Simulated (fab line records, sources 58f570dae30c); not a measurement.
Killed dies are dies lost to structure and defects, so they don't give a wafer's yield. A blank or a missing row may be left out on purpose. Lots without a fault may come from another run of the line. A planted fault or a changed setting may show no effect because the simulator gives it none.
Which tool did it? | flow berkeley_cmos170 | 7 lots, 21 wafers sampled, at 1 step of a route of 331

WHAT THE GAUGES READ, wafer by wafer
UCB170_PWELL_OVL_MEAS_13.
lot  | measured    | on         | PWELL_OVL (nm)
L830 | day 3 08:49 | overlay-01 | 2 1 2
L833 | day 4 06:05 | overlay-01 | -4 -2 2
L835 | day 4 12:49 | overlay-01 | 15 13 8
L836 | day 4 12:58 | overlay-01 | 10 7 7
L841 | day 5 16:43 | overlay-02 | -2 6 3
L847 | day 7 03:01 | overlay-02 | 3 4 6
L850 | day 7 15:31 | overlay-01 | -1 -4 -2

WHICH TOOL RAN EACH LOT (tool, then ch and the chambers of the sampled wafers, then the start)
The record holds no process step before these readings.

THE ANSWER, worked out from the rows above alone
Rule: what is usual is taken from the lots themselves. Put in order of their means at a reading, lots are off if they are a third of the lots or fewer, leave a main group of 4 or more, and stand apart from it by a gap of 3 or more times the standard deviation of the main group's means; of several such gaps the widest counts. A main group whose means are all the same, to the digits that the tables above print for the reading, isn't used. A lot without any number at a reading at which 4 lots or more have one is off too. The other lots that the step has rows for count as sound.
No lot is off at any reading shown: from this, nothing can be told.

WHAT THE SIMULATOR HAD PUT IN
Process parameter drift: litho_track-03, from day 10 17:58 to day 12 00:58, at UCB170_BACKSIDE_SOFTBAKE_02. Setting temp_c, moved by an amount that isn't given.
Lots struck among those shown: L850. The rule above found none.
